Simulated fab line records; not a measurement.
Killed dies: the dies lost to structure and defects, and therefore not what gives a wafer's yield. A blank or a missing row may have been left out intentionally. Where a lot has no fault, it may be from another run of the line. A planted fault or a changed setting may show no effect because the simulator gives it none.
Which tool was responsible? -- flow ritCmos -- 45 wafers from 15 lots sampled at 4 of the route's 202 steps

## WHAT THE GAUGES READ, wafer by wafer
RIT_ACTIVE_THK_MEAS_02.
lot,measured,on,ACTIVE_OXIDE_THK (nm)
L963,day 1 12:04,filmMetro-04,47.3 47.5 47.5
L965,day 1 22:04,filmMetro-04,46.5 46.4 46.7
L968,day 2 13:03,filmMetro-01,49.0 47.3 48.2
L969,day 2 18:03,filmMetro-01,46.8 47.4 46.6
L971,day 3 04:03,filmMetro-04,47.4 47.1 47.3
L972,day 3 09:03,filmMetro-04,46.4 47.3 46.7
L973,day 3 14:03,filmMetro-02,46.7 46.8 46.9
L974,day 3 19:05,filmMetro-04,45.8 46.2 45.9
L978,day 4 15:03,filmMetro-02,47.9 47.8 47.9
L980,day 5 01:14,filmMetro-02,46.7 47.0 46.6
L981,day 5 09:20,filmMetro-04,46.0 47.0 46.3
L983,day 5 16:56,filmMetro-04,46.5 46.5 46.9
L984,day 5 21:32,filmMetro-01,47.2 47.5 47.5
L985,day 6 02:23,filmMetro-01,47.4 47.1 47.2
L986,day 6 07:04,filmMetro-02,48.2 47.7 47.0

RIT_SDANNEAL_RS_MEAS_07: measurement is done with a four-point probe.
lot,measured,on,NLDD_RS (ohm/sq)
L963,day 3 01:01,filmMetro-04,152.3 151.7 151.8
L965,day 3 12:42,filmMetro-04,151.6 152.3 151.5
L968,day 4 02:14,filmMetro-01,152.0 151.2 151.3
L969,day 4 08:31,filmMetro-04,151.3 151.3 151.0
L971,day 4 19:06,filmMetro-02,151.1 150.7 152.1
L978,day 6 09:34,filmMetro-02,151.4 151.0 151.1
L980,day 6 21:02,filmMetro-02,152.0 151.2 152.4
L981,day 7 07:31,filmMetro-01,152.0 151.6 151.7
L983,day 7 13:06,filmMetro-02,152.1 151.4 151.9
L984,day 7 18:16,filmMetro-04,150.8 151.3 151.7
L985,day 7 22:53,filmMetro-01,150.9 150.8 150.6
L986,day 8 02:57,filmMetro-01,151.2 151.7 151.7

## WHICH TOOL RAN EACH LOT (tool, then ch and the chambers of the sampled wafers, then the start)
lot,RIT_PWELL_STRIP_09,RIT_GATE_STRIP_20
L963,"plasmaAsher-03 ch 0,1, day 1 22:23","plasmaAsher-04 ch 0, day 2 12:10"
L965,"plasmaAsher-03 ch 0,1, day 2 09:10","plasmaAsher-04 ch 0,1, day 2 23:49"
L968,"plasmaAsher-02 ch 0,1, day 2 23:31","plasmaAsher-04 ch 0,1, day 3 13:06"
L969,"plasmaAsher-03 ch 0,1, day 3 04:18","plasmaAsher-02 ch 0,1, day 3 19:53"
L971,"plasmaAsher-01 ch 1, day 3 14:26","plasmaAsher-04 ch 0,1, day 4 05:40"
L972,"plasmaAsher-03 ch 0,1, day 3 20:37",-
L973,"plasmaAsher-01 ch 0,1, day 4 01:56",-
L974,"plasmaAsher-02 ch 0,1, day 4 07:15",-
L978,"plasmaAsher-02 ch 0,1, day 5 02:58","plasmaAsher-02 ch 0,1, day 5 19:26"
L980,"plasmaAsher-03 ch 0,1, day 5 16:08","plasmaAsher-02 ch 0,1, day 6 07:04"
L981,"plasmaAsher-02 ch 0,1, day 5 20:58","plasmaAsher-04 ch 0,1, day 6 17:49"
L983,"plasmaAsher-02 ch 0,1, day 6 05:40","plasmaAsher-01 ch 0,1, day 6 22:45"
L984,"plasmaAsher-03 ch 0,1, day 6 09:17","plasmaAsher-01 ch 0,1, day 7 05:30"
L985,"plasmaAsher-03 ch 1, day 6 16:14","plasmaAsher-04 ch 0, day 7 10:00"
L986,"plasmaAsher-02 ch 0,1, day 6 20:59","plasmaAsher-04 ch 0,1, day 7 12:56"
- RIT_PWELL_STRIP_09: strips in O2, time 180 s.
- RIT_GATE_STRIP_20: strips in O2, time 180 s.

## WHAT THE TOOLS THEMSELVES READ (means of the sampled wafers that have a number; where no wafer has one, the mark that the record gives instead)
RIT_PWELL_STRIP_09.
lot,tool,chamberPressureMTorr (mTorr),drypumpMotorCurrentA (A),o2FlowSccm (sccm)
L963,plasmaAsher-03,4000,5.9,3990
L965,plasmaAsher-03,3997,5.9,3991
L968,plasmaAsher-02,4001,5.2,4005
L969,plasmaAsher-03,4001,6.1,4010
L971,plasmaAsher-01,3999,5.5,4015
L972,plasmaAsher-03,-,-,-
L973,plasmaAsher-01,-,-,-
L974,plasmaAsher-02,-,-,-
L978,plasmaAsher-02,4001,5.4,4001
L980,plasmaAsher-03,3998,5.9,3998
L981,plasmaAsher-02,3999,5.4,3987
L983,plasmaAsher-02,3997,5.4,4006
L984,plasmaAsher-03,3999,5.9,3993
L985,plasmaAsher-03,3998,5.7,3980
L986,plasmaAsher-02,3999,5.2,3997

RIT_GATE_STRIP_20.
lot,tool,chamberPressureMTorr (mTorr),drypumpMotorCurrentA (A),o2FlowSccm (sccm)
L963,plasmaAsher-04,4005,5.07,3992
L965,plasmaAsher-04,3998,5.00,3995
L968,plasmaAsher-04,4002,5.02,3995
L969,plasmaAsher-02,3999,5.24,4008
L971,plasmaAsher-04,3997,5.01,4005
L978,plasmaAsher-02,3997,5.38,3997
L980,plasmaAsher-02,4001,5.24,4003
L981,plasmaAsher-04,4002,4.97,3990
L983,plasmaAsher-01,3999,5.48,4006
L984,plasmaAsher-01,4000,5.47,4006
L985,plasmaAsher-04,3998,5.02,4004
L986,plasmaAsher-04,4003,5.01,3989

## THE ANSWER, worked out from the rows above alone
Rule: usual is defined by the lots themselves. Put in order of their means at a reading, lots are off if they are a third of the lots or fewer, leave a main group of 4 or more, and stand apart from it by a gap of 3 or more times the standard deviation of the main group's means; of several such gaps the widest counts. A main group is skipped when, at the precision printed for the reading in the tables above, its means are all equal. Also off: a lot with no number at a reading for which 4 or more lots have one. Where the step has rows for the other lots, those lots are counted as sound. Order of review: gauges by route order, followed by the tools' own readings, for which a lot's mean as printed above is used. At the first step where some lot is off, the reading lying furthest off is the one used; lots without a number count as furthest.
Off: L972, L973, L974 (RIT_PWELL_STRIP_09, chamberPressureMTorr). Without a number there: L972, L973, L974. Main group: mean 3999 mTorr, sd 1.4.
If a tool, at that step or one of the process steps before it, ran each lot that is off and ran no sound lot following the first of them, it fits. No candidate that was tried fits.

## WHAT WAS PUT IN BY THE SIMULATOR
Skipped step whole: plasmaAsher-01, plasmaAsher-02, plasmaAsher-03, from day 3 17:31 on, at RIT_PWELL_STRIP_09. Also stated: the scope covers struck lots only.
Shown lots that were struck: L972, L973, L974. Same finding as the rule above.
